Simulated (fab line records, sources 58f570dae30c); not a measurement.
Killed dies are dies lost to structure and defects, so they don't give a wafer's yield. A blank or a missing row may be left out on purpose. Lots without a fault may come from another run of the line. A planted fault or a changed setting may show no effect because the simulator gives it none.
Problem report in the 8D (eight disciplines) form, filled by code | flow berkeley_cmos170 | the parts of the form that need people (team, actions taken, sign-off) are left out

1. THE PROBLEM
V2_TEOS_THK at UCB170_V2_THK_MEAS_01 reads a mean of 2250 nm on 1 wafer of 1 lot; wafers without a fault read 2002 nm with a standard deviation of 24. That is +10 standard deviations from the usual mean.
First seen on wafer L511.1, day 11 14:10, on film_metro-02. The record holds 39 wafers of 13 lots with a number at this step. Rule for "out", or "out of limits": more than 4 standard deviations from the usual mean. The other wafers with a number count as sound.

2. WHAT IT IS AND WHAT IT IS NOT
question                    | is                | is not
which readings at this step | V2_TEOS_THK       | -
which lots                  | L511              | L498, L499, L500, L501, L502, L504, L507, L509, L510, L512, L517, L521
which wafers of those lots  | L511.1            | L511.3, L511.4
read on which gauges        | film_metro-02     | film_metro-01, film_metro-03
when                        | from day 11 14:10 | up to then (29 sound wafers); but 9 sound wafers of L510, L517, L521 came after

3. SUSPECTS, AND WHAT RULES EACH OUT
Counting: a tool at a process step up to the reading stays a suspect if it ran every lot that is out. Sound lots after the first of them don't rule it out here, since some wafers of a struck lot are sound.
- the gauge at UCB170_V2_THK_MEAS_01: kept. All the wafers that are out were read on film_metro-02, and no step on other tools shows them out.
- pecvd-04 at UCB170_V2_CVD_00 (deposits SiO2 from TEOS/O2, target thk 2000 nm, time 250 s): kept. It ran the lot that is out, L511 (day 11 14:01); its last sound lot up to then is L512 (day 11 08:46).
- Within pecvd-04 at UCB170_V2_CVD_00: the wafers that are out ran in chamber 0; their sound lot-mates ran in chamber 2.
Left after counting: pecvd-04 at UCB170_V2_CVD_00, film_metro-02 at UCB170_V2_THK_MEAS_01.

4. THE CAUSE (what the simulator had put in)
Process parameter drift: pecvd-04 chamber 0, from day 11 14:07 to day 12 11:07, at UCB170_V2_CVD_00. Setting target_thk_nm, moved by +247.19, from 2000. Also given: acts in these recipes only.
Counting left 2 suspects, and this tool is among them.

5. THE CHAIN OF EFFECTS, in route order
Each row: a reading whose mean over the struck wafers that have a number lies more than 3 standard deviations from the usual. Only readings for which the record gives a usual standard deviation are gone through. hours: the time from each lot's start at the first step in this table that gives one to its start at this step, as a median over the lots. sigmas: the change in usual standard deviations.
hours | step                  | reading     | usual   | on struck wafers | change | sigmas
0     | UCB170_V2_THK_MEAS_01 | V2_TEOS_THK | 2002 nm | 2250             | +248   | +10

6. WHAT WOULD HAVE CAUGHT IT SOONER
In this record the first reading out of limits at a measuring or inspecting step was taken at day 11 14:10, 0 hours after the fault began at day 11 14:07.
Of the tool readings at UCB170_V2_CVD_00 for which the record gives a usual standard deviation, none was out on any struck wafer, so an alarm limit of 4 standard deviations on them would not have fired.
All the lots that are out (1) had begun UCB170_V2_CVD_00 on pecvd-04 by day 11 14:10. A hold on the tool at that time would have spared none of them.
